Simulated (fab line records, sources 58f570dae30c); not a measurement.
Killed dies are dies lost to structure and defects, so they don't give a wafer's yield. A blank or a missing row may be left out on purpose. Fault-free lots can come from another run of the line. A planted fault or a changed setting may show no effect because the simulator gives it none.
fab line records	flow berkeley_cmos170
record lots=5	wafers=23
route steps=331 shown PWELL@39 WELLDRIVE@56 ACTIVE@70 SACOX@98 GATE@127 PLDD@154 NLDD@167 SPACER@171
start_h: hours from the record's opening day to when the first of the lot's shown wafers began	wait_h: hours elapsed since this lot's preceding step	" the same as in the row above	L1.1+2: one row covering several wafers at once	- value missing, or start not given	* or withheld: withheld	< > ~ a bound
route shown NAME@n: a module of which the file shows steps, and the number in the route of the first	usual: mean and standard deviation over wafers with no fault	same: alike in all rows	chamber/n: place in a boat	sites: per-site readings	_std_site: the values' standard deviation	_edge_site: mean of outer sites minus mean of inner sites	radius_mm: for every site, how far away it sits from the centre of the wafer	mask NAME#n: copy n	behind: the tool/chamber that last shaped the wafer	hold: why the lot was held/for how many hours/how that ended	device: the transistor (n, p or np) that didn't switch	end of line: the tests these same wafers got at the end of their route	a step without rows: its recipe alone	killed: the dies lost at the first sort to structure and to defects; this is not the yield of the wafer	map: a wafer's dies, marking killed ones x, the rest . and places with no die _
set.NAME: the setting as run; set.NAME@STEP: as run at that earlier step	model.NAME: the simulator's own value behind a step, which no gauge read
lots with deliberately changed settings; one table per step, one row per wafer
## steps
# step UCB170_PWELL_CVD_05
# recipe material=Si3N4	target_thk_nm=220	temp_c=800	precursor=SiH2Cl2/NH3	time_s=3300	pressure_mtorr=200	sih2cl2_flow_sccm=25	nh3_flow_sccm=75
lot.wafer	tool	chamber	start_h	wait_h	set.time_s	model.Si3N4_of_PWELL_CVD_05.thk_nm
L075.1	-	-	-	0.0	3105	209.3
L075.2	"	-	"	"	3105	206.2
L075.3	"	-	"	"	3105	208.2
L075.4	"	-	"	"	3105	207.3
L075.6	"	-	"	"	3105	207.6
L078.1	-	-	-	0.0	3300	220.3
L078.2	"	-	"	"	3300	217
L078.3	"	-	"	"	3300	218.4
L078.4	"	-	"	"	3300	219.7
L078.6	"	-	"	"	3300	219.4
L080.2	-	-	-	0.0	3300	220.9
L080.3	"	-	"	"	3300	221.3
L080.4	"	-	"	"	3300	220
L080.5	"	-	"	"	3300	220.6
L080.6	"	-	"	"	3300	220.4
L081.1	lpcvd-02	0	97.86	0.0	3300	223.4
L081.2	"	0	"	"	3300	221.4
L081.3	"	0	"	"	3300	223.2
L082.1	-	-	-	0.0	3551	234.7
L082.2	"	-	"	"	3551	236.7
L082.3	"	-	"	"	3551	233.6
L082.4	"	-	"	"	3551	234.8
L082.6	"	-	"	"	3551	235.4
# step UCB170_PWELL_THK_MEAS_06
# recipe reads=Si3N4_of_PWELL_CVD_05
# usual PWELL_NITRIDE_THK=219.4/2.1
lot.wafer	tool	chamber	start_h	wait_h	set.time_s@PWELL_CVD_05	PWELL_NITRIDE_THK[nm]
L075.1	film_metro-03	-	-	-	3105	209.2
L075.2	"	-	"	"	3105	206.3
L075.3	"	-	"	"	3105	208.1
L075.4	"	-	"	"	3105	207.1
L075.6	"	-	"	"	3105	207.5
L078.1	film_metro-01	-	-	-	3300	220.3
L078.2	"	-	"	"	3300	216.8
L078.3	"	-	"	"	3300	218.7
L078.4	"	-	"	"	3300	219.7
L078.6	"	-	"	"	3300	219.4
L080.2	film_metro-03	-	-	-	3300	220.9
L080.3	"	-	"	"	3300	221.3
L080.4	"	-	"	"	3300	219.9
L080.5	"	-	"	"	3300	220.7
L080.6	"	-	"	"	3300	220.4
L081.1	film_metro-03	-	99.78	0.0	3300	223.5
L081.2	"	-	"	"	3300	221.5
L081.3	"	-	"	"	3300	223.2
L082.1	film_metro-04	-	-	-	3551	234.8
L082.2	"	-	"	"	3551	236.8
L082.3	"	-	"	"	3551	233.4
L082.4	"	-	"	"	3551	234.9
L082.6	"	-	"	"	3551	235.3
# step UCB170_WELLDRIVE_OXIDATION_01
# recipe temp_c=1100	ambient=O2	target_thk_a=1990	ox_time_s=9000
lot.wafer	tool	chamber	start_h	wait_h	set.temp_c	model.SiO2_of_WELLDRIVE_OXIDATION_01.thk_nm
L075.1	-	-	-	4.3	1126	228.9
L075.2	"	-	"	"	1126	231
L075.3	"	-	"	"	1126	232.6
L075.4	"	-	"	"	1126	231.7
L075.6	"	-	"	"	1126	230.7
L078.1	-	-	-	4.3	1100	202.7
L078.2	"	-	"	"	1100	196.8
L078.3	"	-	"	"	1100	198.8
L078.4	"	-	"	"	1100	199.4
L078.6	"	-	"	"	1100	198.9
L080.2	-	-	-	2.1	1083	179
L080.3	"	-	"	"	1083	180
L080.4	"	-	"	"	1083	179.3
L080.5	"	-	"	"	1083	182.2
L080.6	"	-	"	"	1083	177.7
L081.1	furnace-02	0	108.55	2.9	1100	198.7
L081.2	"	0	"	"	1100	196.9
L081.3	"	0	"	"	1100	196.7
L082.1+2	-	-	-	0.3	1117	207.2
L082.3	"	-	"	"	1117	207.5
L082.4	"	-	"	"	1117	209.6
L082.6	"	-	"	"	1117	206.8
# step UCB170_WELLDRIVE_THK_MEAS_02
# recipe reads=SiO2_of_WELLDRIVE_OXIDATION_01
# usual WELLDRIVE_OXIDE_THK=198/3.9
lot.wafer	tool	chamber	start_h	wait_h	set.temp_c@WELLDRIVE_OXIDATION_01	WELLDRIVE_OXIDE_THK[nm]
L075.1	film_metro-01	-	-	-	1126	229
L075.2	"	-	"	"	1126	231
L075.3	"	-	"	"	1126	232
L075.4	"	-	"	"	1126	232
L075.6	"	-	"	"	1126	231
L078.1	film_metro-02	-	-	-	1100	203
L078.2	"	-	"	"	1100	197
L078.3	"	-	"	"	1100	199
L078.4	"	-	"	"	1100	199
L078.6	"	-	"	"	1100	199
L080.2	film_metro-02	-	-	-	1083	179
L080.3	"	-	"	"	1083	180
L080.4	"	-	"	"	1083	179
L080.5	"	-	"	"	1083	182
L080.6	"	-	"	"	1083	178
L081.1	film_metro-03	-	112.05	0.0	1100	199
L081.2	"	-	"	"	1100	197
L081.3	"	-	"	"	1100	197
L082.1	film_metro-02	-	-	-	1117	207
L082.2	"	-	"	"	1117	207
L082.3	"	-	"	"	1117	208
L082.4	"	-	"	"	1117	210
L082.6	"	-	"	"	1117	207
# step UCB170_ACTIVE_EXPOSE_10
# recipe mask_id=ACTIVE	target_cd_nm=1200	na=0.5	sigma_outer=0.6	source_shape=conventional	dose_mj=20
lot.wafer	tool	chamber	start_h	wait_h	mask	set.dose_mj
L078.1+4+6	krf_scanner-02	0	102.89	0.1	ACTIVE#0	20.79
L078.2+3	"	0	"	"	ACTIVE#0	20
L075.1+6	krf_scanner-02	0	103.37	0.3	ACTIVE#0	19.37
L075.2+3+4	"	0	"	"	ACTIVE#0	20
L080.2+4	krf_scanner-01	0	117.20	0.2	ACTIVE#0	19.23
L080.3+5+6	"	0	"	"	ACTIVE#0	20
L082.1+2+3	krf_scanner-01	0	131.81	0.1	ACTIVE#0	21.13
L082.4+6	"	0	"	"	ACTIVE#0	20
L081.1+2+3	krf_scanner-01	0	132.14	0.1	ACTIVE#0	20
# step UCB170_ACTIVE_PEB_11
# recipe peb_temp_c=130	peb_time_s=withheld	resist=KrF
lot.wafer	tool	chamber	start_h	wait_h	set.peb_temp_c
L078.1+4	litho_track-01	0	103.34	0.4	130
L078.2+3+6	"	0	"	"	132.8
L075.1+2+3	litho_track-03	0	103.89	0.5	130
L075.4+6	"	0	"	"	131.5
L080.2+3+5	litho_track-04	0	117.32	0.1	130
L080.4+6	"	0	"	"	128.7
L082.1+4	litho_track-03	0	132.26	0.4	130
L082.2+3+6	"	0	"	"	133.6
L081.1+2+3	litho_track-01	0	132.41	0.3	130
# step UCB170_ACTIVE_DEVELOP_12
# recipe developer=TMAH	develop_time_s=45	resist=KrF	dev_temp_c=21
# step UCB170_ACTIVE_CD_MEAS_13
# recipe target_cd_nm=1200
# usual cd_nm=1199.1/0.94
lot.wafer	tool	chamber	start_h	wait_h	set.dose_mj@ACTIVE_EXPOSE_10	set.peb_temp_c@ACTIVE_PEB_11	cd_nm
L078.1	cd_sem-01	-	103.62	-	20.79	130	1189.1
L078.2	"	-	"	"	20	132.8	1181.4
L078.3	"	-	"	"	20	132.8	1180.3
L078.4	"	-	"	"	20.79	130	1191.2
L078.6	"	-	"	"	20.79	132.8	1172.4
L075.1	cd_sem-02	-	104.17	-	19.37	130	1205.4
L075.2	"	-	"	"	20	130	1198.9
L075.3	"	-	"	"	20	130	1199.9
L075.4	"	-	"	"	20	131.5	1189.7
L075.6	"	-	"	"	19.37	131.5	1195.9
L080.2	cd_sem-02	-	117.59	-	19.23	130	1207.8
L080.3	"	-	"	"	20	130	1200.7
L080.4	"	-	"	"	19.23	128.7	1216.6
L080.5	"	-	"	"	20	130	1199.8
L080.6	"	-	"	"	20	128.7	1209.1
L082.1	cd_sem-01	-	132.65	-	21.13	130	1189.4
L082.2	"	-	"	"	21.13	133.6	1168.3
L082.3	"	-	"	"	21.13	133.6	1169.0
L082.4	"	-	"	"	20	130	1198.9
L082.6	"	-	"	"	20	133.6	1176.6
L081.1	cd_sem-01	-	132.89	-	20	130	1199.7
L081.2	"	-	"	"	20	130	1199.8
L081.3	"	-	"	"	20	130	1199.0
# step UCB170_ACTIVE_ETCH_15
# recipe chemistry=CH3F/Ar/O2	target=Si3N4	stop_on=SiO2	CH3F_flow_sccm=20	Ar_flow_sccm=50	O2_flow_sccm=7	pressure_mtorr=50	rf_w=450	target_depth_a=2420	over_etch_frac=0.1	time_s=151
lot.wafer	tool	chamber	start_h	wait_h	set.dose_mj@ACTIVE_EXPOSE_10	set.peb_temp_c@ACTIVE_PEB_11	model.ACTIVE.cd_nm
L078.1	rie_diel-02	0	103.77	0.0	20.79	130	1189
L078.2	"	3	"	"	20	132.8	1181
L078.3	"	1	"	"	20	132.8	1180
L078.4	"	2	"	"	20.79	130	1191
L078.6	"	3	"	"	20.79	132.8	1173
L075.1	rie_diel-03	2	104.32	0.0	19.37	130	1206
L075.2	"	3	"	"	20	130	1198
L075.3	"	0	"	"	20	130	1199
L075.4	"	1	"	"	20	131.5	-
L075.6	"	2	"	"	19.37	131.5	1196
L080.2	rie_diel-03	3	117.73	0.0	19.23	130	1208
L080.3	"	0	"	"	20	130	1201
L080.4	"	1	"	"	19.23	128.7	1217
L080.5	"	3	"	"	20	130	1200
L080.6	"	2	"	"	20	128.7	1210
L082.1	rie_diel-02	3	132.80	0.0	21.13	130	1189
L082.2	"	2	"	"	21.13	133.6	1168
L082.3	"	1	"	"	21.13	133.6	1169
L082.4	"	0	"	"	20	130	1199
L082.6	"	3	"	"	20	133.6	1177
L081.1	rie_diel-03	0	133.04	0.0	20	130	1200
L081.2	"	3	"	"	20	130	-
L081.3	"	1	"	"	20	130	1199
# step UCB170_ACTIVE_STRIP_16
# recipe chemistry=O2	power_w=400	pressure_mtorr=3500	platen_temp_c=withheld	o2_flow_sccm=400	overash_fraction=0.5
# step UCB170_ACTIVE_CD_MEAS_90
# recipe target_cd_nm=1200
# usual cd_nm=1199.1/0.98
lot.wafer	tool	chamber	start_h	wait_h	set.dose_mj@ACTIVE_EXPOSE_10	set.peb_temp_c@ACTIVE_PEB_11	cd_nm
L078.1	cd_sem-01	-	103.97	0.1	20.79	130	1189.5
L078.2	"	-	"	"	20	132.8	1181.1
L078.3	"	-	"	"	20	132.8	1180.0
L078.4	"	-	"	"	20.79	130	1191.0
L078.6	"	-	"	"	20.79	132.8	1172.4
L075.1	cd_sem-01	-	104.52	0.1	19.37	130	1205.6
L075.2	"	-	"	"	20	130	1198.3
L075.3	"	-	"	"	20	130	1199.5
L075.4	"	-	"	"	20	131.5	1190.1
L075.6	"	-	"	"	19.37	131.5	1196.2
L080.2	cd_sem-02	-	117.95	0.1	19.23	130	1207.6
L080.3	"	-	"	"	20	130	1200.9
L080.4	"	-	"	"	19.23	128.7	1216.4
L080.5	"	-	"	"	20	130	1200.3
L080.6	"	-	"	"	20	128.7	1209.3
L082.1	cd_sem-01	-	133.25	0.3	21.13	130	1189.5
L082.2	"	-	"	"	21.13	133.6	1168.3
L082.3	"	-	"	"	21.13	133.6	1169.0
L082.4	"	-	"	"	20	130	1198.6
L082.6	"	-	"	"	20	133.6	1176.5
L081.1	cd_sem-01	-	133.37	0.2	20	130	1199.7
L081.2	"	-	"	"	20	130	1199.5
L081.3	"	-	"	"	20	130	1198.9
# step UCB170_SACOX_OXIDATION_01
# recipe temp_c=900	ambient=O2	target_thk_a=144	ox_time_s=2400
lot.wafer	tool	chamber	start_h	wait_h	set.ox_time_s	model.SiO2_of_SACOX_OXIDATION_01.thk_nm
L075.1	-	-	-	3.3	2500	14.84
L075.2	"	-	"	"	2500	14.57
L075.3	"	-	"	"	2500	14.41
L075.4	"	-	"	"	2500	14.67
L075.6	"	-	"	"	2500	14.47
L078.1	-	-	-	3.3	2739	15.73
L078.2	"	-	"	"	2739	15.74
L078.3	"	-	"	"	2739	15.83
L078.4	"	-	"	"	2739	16.14
L078.6	"	-	"	"	2739	15.85
L080.2	-	-	-	3.6	2724	15.2
L080.3	"	-	"	"	2724	15.45
L080.4	"	-	"	"	2724	15.38
L080.5	"	-	"	"	2724	15.34
L080.6	"	-	"	"	2724	15.32
L081.1	furnace-04	0	153.45	5.0	2400	14.02
L081.2	"	0	"	"	2400	14.14
L081.3	"	0	"	"	2400	14.27
L082.1	-	-	-	5.0	2570	14.99
L082.2	"	-	"	"	2570	14.94
L082.3	"	-	"	"	2570	14.76
L082.4	"	-	"	"	2570	15.04
L082.6	"	-	"	"	2570	14.79
# step UCB170_GATE_OXIDATION_01
# recipe temp_c=850	ambient=O2	target_thk_a=66	ox_time_s=1800
lot.wafer	tool	chamber	start_h	wait_h	set.temp_c	model.SiO2_of_GATE_OXIDATION_01.thk_nm
L075.1	-	-	-	3.7	856.5	6.876
L075.2	"	-	"	"	856.5	6.956
L075.3	"	-	"	"	856.5	7.013
L075.4	"	-	"	"	856.5	6.963
L075.6	"	-	"	"	856.5	7.017
L078.1	-	-	-	3.2	832.9	5.452
L078.2	"	-	"	"	832.9	5.392
L078.3	"	-	"	"	832.9	5.465
L078.4	"	-	"	"	832.9	5.419
L078.6	"	-	"	"	832.9	5.407
L080.2	-	-	-	1.1	850	6.473
L080.3	"	-	"	"	850	6.439
L080.4	"	-	"	"	850	6.643
L080.5	"	-	"	"	850	6.487
L080.6	"	-	"	"	850	6.374
L081.1	furnace-01	0	174.91	4.7	850	6.779
L081.2	"	0	"	"	850	6.809
L081.3	"	0	"	"	850	6.737
L082.1	-	-	-	5.4	867.4	8.196
L082.2	"	-	"	"	867.4	8.381
L082.3	"	-	"	"	867.4	8.257
L082.4	"	-	"	"	867.4	8.244
L082.6	"	-	"	"	867.4	8.253
# step UCB170_GATE_THK_MEAS_02
# recipe reads=SiO2_of_GATE_OXIDATION_01
# usual GATE_OXIDE_THK=6.59/0.15
lot.wafer	tool	chamber	start_h	wait_h	set.temp_c@GATE_OXIDATION_01	GATE_OXIDE_THK[nm]
L075.1	film_metro-01	-	-	-	856.5	6.92
L075.2	"	-	"	"	856.5	6.95
L075.3	"	-	"	"	856.5	7.04
L075.4	"	-	"	"	856.5	6.96
L075.6	"	-	"	"	856.5	7.05
L078.1	film_metro-01	-	-	-	832.9	5.48
L078.2	"	-	"	"	832.9	5.38
L078.3	"	-	"	"	832.9	5.41
L078.4	"	-	"	"	832.9	5.47
L078.6	"	-	"	"	832.9	5.39
L080.2	film_metro-01	-	-	-	850	6.52
L080.3	"	-	"	"	850	6.42
L080.4	"	-	"	"	850	6.67
L080.5	"	-	"	"	850	6.46
L080.6	"	-	"	"	850	6.37
L081.1	film_metro-02	-	176.41	0.0	850	6.75
L081.2	"	-	"	"	850	6.77
L081.3	"	-	"	"	850	6.71
L082.1	film_metro-03	-	-	-	867.4	8.24
L082.2	"	-	"	"	867.4	8.38
L082.3	"	-	"	"	867.4	8.22
L082.4	"	-	"	"	867.4	8.29
L082.6	"	-	"	"	867.4	8.30
# step UCB170_GATE_COAT_07
# recipe resist=KrF	spin_rpm=1500	resist_thk_nm=900
lot.wafer	tool	chamber	start_h	wait_h	set.spin_rpm	model.KrF_of_GATE_COAT_07.thk_nm
L075.1	litho_track-03	0	-	-	1500	899
L075.2	"	0	"	"	1500	899.1
L075.3	"	0	"	"	1500	900.5
L075.4	"	0	"	"	1500	901.3
L075.6	"	0	"	"	1500	898.4
L078.1	litho_track-04	0	-	-	1541	885.5
L078.2	"	0	"	"	1500	899.8
L078.3	"	0	"	"	1541	885.7
L078.4	"	0	"	"	1500	898
L078.6	"	0	"	"	1541	887.2
L080.2+6	litho_track-03	0	-	-	1576	876.2
L080.3	"	0	"	"	1576	876.9
L080.4	"	0	"	"	1500	899.3
L080.5	"	0	"	"	1500	899.7
L082.1	litho_track-03	0	-	-	1500	900.8
L082.2	"	0	"	"	1572	877
L082.3	"	0	"	"	1572	880.3
L082.4	"	0	"	"	1572	878.9
L082.6	"	0	"	"	1500	898.7
L081.1	litho_track-01	0	-	-	1500	899.1
L081.2	"	0	"	"	1500	897.4
L081.3	"	0	"	"	1500	900.2
# step UCB170_GATE_SOFTBAKE_08
# recipe resist=KrF	temp_c=130	time_s=60
# step UCB170_GATE_EXPOSE_09
# recipe mask_id=POLY	target_cd_nm=350	na=0.5	sigma_outer=0.6	source_shape=conventional	dose_mj=21
# step UCB170_GATE_ETCH_14
# recipe chemistry=N2/H2	target_depth_a=withheld	overetch_a=withheld	target=BARC	time_s=withheld	source_w=500	bias_w=100	pressure_mtorr=30	n2_flow_sccm=100	h2_flow_sccm=200
# step UCB170_GATE_ETCH_15
# recipe chemistry=HBr/Cl2	target=poly-Si	stop_on=SiO2	over_etch_frac=0.3	icp_w=300	bias_w=150	time_s=56.3	pressure_mtorr=15	HBr_flow_sccm=150	Cl2_flow_sccm=50	target_depth_a=2782
lot.wafer	tool	chamber	start_h	wait_h	set.spin_rpm@GATE_COAT_07	model.KrF_of_GATE_COAT_07.thk_nm
L075.1	rie_si-01	2	166.49	-	1500	780.3
L075.2	"	3	"	"	1500	775.2
L075.3	"	0	"	"	1500	778.4
L075.4	"	1	"	"	1500	775.7
L075.6	"	3	"	"	1500	774.5
L078.1	rie_si-02	1	166.59	-	1541	764.3
L078.2	"	3	"	"	1500	776.6
L078.3	"	2	"	"	1541	759.5
L078.4	"	0	"	"	1500	773.7
L078.6	"	2	"	"	1541	760.8
L080.2	rie_si-02	2	167.59	-	1576	750.9
L080.3	"	1	"	"	1576	757.4
L080.4	"	0	"	"	1500	775.6
L080.5	"	3	"	"	1500	777.4
L080.6	"	2	"	"	1576	750.7
L082.1	rie_si-01	0	186.50	-	1500	776.6
L082.2	"	1	"	"	1572	750.8
L082.3	"	2	"	"	1572	760.7
L082.4	"	1	"	"	1572	752.2
L082.6	"	0	"	"	1500	775
L081.1	rie_si-02	2	186.78	-	1500	774.9
L081.2	"	0	"	"	1500	772.8
L081.3	"	1	"	"	1500	780
# step UCB170_PLDD_IMPLANT_09
# recipe species=BF2	dose_cm2=5e+13	energy_kev=10	tilt_deg=7	rotation_deg=180
lot.wafer	tool	chamber	start_h	wait_h	set.energy_kev	model.implant.rp_nm	model.implant.drp_nm
L075.1+2+6	implanter-03	0	170.50	0.1	9.518	9.802	5.802
L075.3+4	"	0	"	"	10	10.17	6.005
L078.1+4	implanter-01	0	170.67	0.1	10	10	6.005
L078.2+3+6	"	0	"	"	10.44	10.33	6.187
L080.2+3	implanter-04	0	171.50	0.1	10	10.21	6.005
L080.4+5+6	"	0	"	"	9.633	9.924	5.851
L082.1+2+3+4+6	implanter-03	0	188.22	0.1	10	10.29	6.005
L081.1+2+3	implanter-01	0	188.51	0.1	10	9.896	6.005
# step UCB170_NLDD_IMPLANT_09
# recipe species=As	dose_cm2=5e+13	energy_kev=30	tilt_deg=7	rotation_deg=180
lot.wafer	tool	chamber	start_h	wait_h	set.energy_kev	model.implant.rp_nm	model.implant.drp_nm
L075.1+3+6	implanter-02	0	173.37	0.1	29.05	20.83	9.388
L075.2+4	"	0	"	"	30	21.34	9.611
L078.1+3+4	implanter-04	0	173.65	0.1	30	20.37	9.611
L078.2+6	"	0	"	"	29.04	19.88	9.386
L080.2+5+6	implanter-03	0	174.63	0.1	30	21.32	9.611
L080.3+4	"	0	"	"	31.57	22.16	9.978
L082.1+4+6	implanter-02	0	190.18	0.1	30	21.02	9.611
L082.2+3	"	0	"	"	28.31	20.12	9.215
L081.1+2+3	implanter-03	0	190.46	0.1	30	20.93	9.611
# step UCB170_SPACER_CVD_00
# recipe material=SiO2	target_thk_nm=376	temp_c=390	precursor=TEOS/O2	time_s=47	rf_w=550	pressure_mtorr=9000
lot.wafer	tool	chamber	start_h	wait_h	set.rf_w
L075.1+2+3+4+6	pecvd-01	0,1,2,0,1	173.86	0.0	550
L078.1+2+6	pecvd-02	1,2,1	174.13	0.0	505
L078.3+4	"	0	"	"	550
L080.2+3+4	pecvd-02	0,1,2	175.09	0.0	489.8
L080.5+6	"	1,0	"	"	550
L082.1+2+3	pecvd-04	2,1,0	190.67	0.0	550
L082.4+6	"	2,1	"	"	489.1
L081.1+2+3	pecvd-01	1,2,0	191.19	0.0	550
# step UCB170_SPACER_ANNEAL_02
# recipe temp_c=900	time_s=1800	ambient=N2
# step UCB170_SPACER_ETCHBACK_03
# recipe stop_on=Si	target=SiO2	chemistry=CHF3/CF4/Ar	CHF3_flow_sccm=50	cf4_flow_sccm=10	Ar_flow_sccm=120	pressure_mtorr=200	rf_w=500	target_depth_a=3760	time_s=100
lot.wafer	tool	chamber	start_h	wait_h	set.rf_w@SPACER_CVD_00	model.etch.depth_nm
L075.1+6	rie_diel-04	1,2	180.81	0.0	550	-
L075.2	"	3	"	"	550	374.5
L075.3	"	2	"	"	550	373.6
L075.4	"	3	"	"	550	381.6
L078.1+6	rie_diel-02	0	180.81	0.0	505	-
L078.2	"	1	"	"	505	359.4
L078.3	"	3	"	"	550	370.6
L078.4	"	3	"	"	550	-
L080.2+4	rie_diel-01	1,2	180.89	0.1	489.8	-
L080.3	"	0	"	"	489.8	362.8
L080.5	"	0	"	"	550	-
L080.6	"	1	"	"	550	379.6
L082.1+2	rie_diel-02	1,2	196.76	0.0	550	-
L082.3	"	3	"	"	550	370.4
L082.4+6	"	0,1	"	"	489.1	-
L081.1	rie_diel-02	0	196.84	0.1	550	373.6
L081.2	"	2	"	"	550	372.3
L081.3	"	1	"	"	550	376.4
## key
split step=UCB170_PWELL_CVD_05	setting=time_s	stated=3300	by=lot
response step=UCB170_PWELL_CVD_05	reading=model.Si3N4_of_PWELL_CVD_05.thk_nm	change=+2.01	per=1%	r=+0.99
response step=UCB170_PWELL_THK_MEAS_06	reading=PWELL_NITRIDE_THK	change=+2.02	per=1%	r=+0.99
split step=UCB170_WELLDRIVE_OXIDATION_01	setting=temp_c	stated=1100	by=lot
response step=UCB170_WELLDRIVE_OXIDATION_01	reading=model.SiO2_of_WELLDRIVE_OXIDATION_01.thk_nm	change=+11.8	per=1%	r=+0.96
response step=UCB170_WELLDRIVE_THK_MEAS_02	reading=WELLDRIVE_OXIDE_THK	change=+11.8	per=1%	r=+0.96
split step=UCB170_ACTIVE_EXPOSE_10	setting=dose_mj	stated=20	by=wafer
response step=UCB170_ACTIVE_CD_MEAS_13	reading=cd_nm	slope=-1.77	per=1%	together_with=peb_temp_c@ACTIVE_PEB_11	explained=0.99
response step=UCB170_ACTIVE_ETCH_15	reading=model.ACTIVE.cd_nm	slope=-1.78	per=1%	together_with=peb_temp_c@ACTIVE_PEB_11	explained=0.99
response step=UCB170_ACTIVE_CD_MEAS_90	reading=cd_nm	slope=-1.72	per=1%	together_with=peb_temp_c@ACTIVE_PEB_11	explained=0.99
split step=UCB170_ACTIVE_PEB_11	setting=peb_temp_c	stated=130	by=wafer
response step=UCB170_ACTIVE_CD_MEAS_13	reading=cd_nm	change=-7.47	per=1%	r=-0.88
response step=UCB170_ACTIVE_ETCH_15	reading=model.ACTIVE.cd_nm	change=-7.38	per=1%	r=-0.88
response step=UCB170_ACTIVE_CD_MEAS_90	reading=cd_nm	change=-7.44	per=1%	r=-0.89
split step=UCB170_SACOX_OXIDATION_01	setting=ox_time_s	stated=2400	by=lot
response step=UCB170_SACOX_OXIDATION_01	reading=model.SiO2_of_SACOX_OXIDATION_01.thk_nm	change=+0.106	per=1%	r=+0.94
split step=UCB170_GATE_OXIDATION_01	setting=temp_c	stated=850	by=lot
response step=UCB170_GATE_OXIDATION_01	reading=model.SiO2_of_GATE_OXIDATION_01.thk_nm	change=+0.68	per=1%	r=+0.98
response step=UCB170_GATE_THK_MEAS_02	reading=GATE_OXIDE_THK	change=+0.686	per=1%	r=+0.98
split step=UCB170_GATE_COAT_07	setting=spin_rpm	stated=1500	by=wafer
response step=UCB170_GATE_COAT_07	reading=model.KrF_of_GATE_COAT_07.thk_nm	change=-4.5	per=1%	r=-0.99
response step=UCB170_GATE_ETCH_15	reading=model.KrF_of_GATE_COAT_07.thk_nm	change=-4.59	per=1%	r=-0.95
split step=UCB170_PLDD_IMPLANT_09	setting=energy_kev	stated=10	by=wafer
response step=UCB170_PLDD_IMPLANT_09	reading=model.implant.rp_nm	change=+0.0763	per=1%	r=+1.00
response step=UCB170_PLDD_IMPLANT_09	reading=model.implant.drp_nm	change=+0.0418	per=1%	r=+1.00
split step=UCB170_NLDD_IMPLANT_09	setting=energy_kev	stated=30	by=wafer
response step=UCB170_NLDD_IMPLANT_09	reading=model.implant.rp_nm	change=+0.161	per=1%	r=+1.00
response step=UCB170_NLDD_IMPLANT_09	reading=model.implant.drp_nm	change=+0.0702	per=1%	r=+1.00
split step=UCB170_SPACER_CVD_00	setting=rf_w	stated=550	by=wafer
response step=UCB170_SPACER_ETCHBACK_03	reading=model.etch.depth_nm	change=+1.48	per=1%	r=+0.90
